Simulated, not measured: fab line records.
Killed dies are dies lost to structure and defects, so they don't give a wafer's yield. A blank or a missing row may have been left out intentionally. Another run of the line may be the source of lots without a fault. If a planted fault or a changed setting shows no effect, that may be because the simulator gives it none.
Struck lot and sound lot, side by side	flow berkeley cmos170	13 out of 331 route steps
Sound: wafers L257.2, L257.3, L257.5. Struck: wafers L255.1, L255.4, L255.6. The cause is given at the end.
Order at every step that has rows: each side's tool, ch and its chambers, its first start. Under that, the readings that differ: sound wafers	struck wafers	difference of the means	sigmas: that difference in standard deviations of wafers without a fault.
alike: readings with means less than 2 such deviations apart, plus words and numbers identical on both sides. not compared: withheld readings, readings lacking a value on some wafer, bounds such as >300 that could conceal the same value, and numbers that have no deviation in the record and whose values overlap.
The two part at a step that has a row with sigmas, a row that says differs or no value, or rows on one side only. Numbers that don't overlap but have no deviation are shown without sigmas and don't part them. A reading that every wafer of one side lacks parts them only if that side has two wafers or more.

first, 1 step without rows for these wafers: UCB170_PFIELD_IMPLANT_07.
UCB170_PFIELD_STRIP_08: strips in O2.
  sound on plasma asher-04 ch 0,1, day 7 07:29; struck on plasma asher-04 ch 0,1, day 7 05:52
  alike: drypump motor current A, oes product au, strip time to endpoint s
  not compared: rf hours counter h
UCB170_PFIELD_TW_MEAS_09:
  struck on film metro-02, day 7 05:58; sound on film metro-02, day 7 07:35
  alike: PFIELD_TW
then, 2 steps without rows for these wafers: UCB170_FIELD_CLEAN_00 (cleans in dHF, time 7.5 s); UCB170_FIELD_OXIDATION_01 (target thk 558.3 nm, ox time 7200 s).
UCB170_FIELD_THK_MEAS_02:
  struck on film metro-02, day 7 12:35; sound on film metro-04, day 7 12:40
  alike: FIELD_OXIDE_THK
then, 4 steps without rows for these wafers: UCB170_FIELD_ANNEAL_03 (time 1200 s); UCB170_FIELD_WET_ETCH_04 (etches SiO2 in dHF, time 60 s); UCB170_FIELD_WET_ETCH_05 (etches Si3N4 in H3PO4, time 12600 s); UCB170_FIELD_WET_ETCH_06 (etches SiO2 in BOE, time 22.81 s).
UCB170_FIELD_THK_MEAS_90:
  struck on film metro-04, day 7 19:32; sound on film metro-03, day 7 19:32
  alike: FIELD_OXIDE_LEFT_1_THK
then, 1 step without rows for these wafers: UCB170_SACOX_CLEAN_00 (cleans in dHF, time 7.5 s).
UCB170_SACOX_OXIDATION_01: target thk 14.4 nm, ox time 2400 s.
  struck on furnace-01, day 7 22:32; sound on furnace-01 ch 0, day 7 22:32
  no value came back on the struck wafers for ox temp c (C), ox temp c max; on the sound wafers ox temp c (C) reads 899.8 899.8 899.9

== WHERE THEY PART ==
Within this record, at UCB170_SACOX_OXIDATION_01 only.

WHY: what had been put in by the simulator
At UCB170_SACOX_OXIDATION_01, the step was skipped entirely on furnace-01 from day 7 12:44 on. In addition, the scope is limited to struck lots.
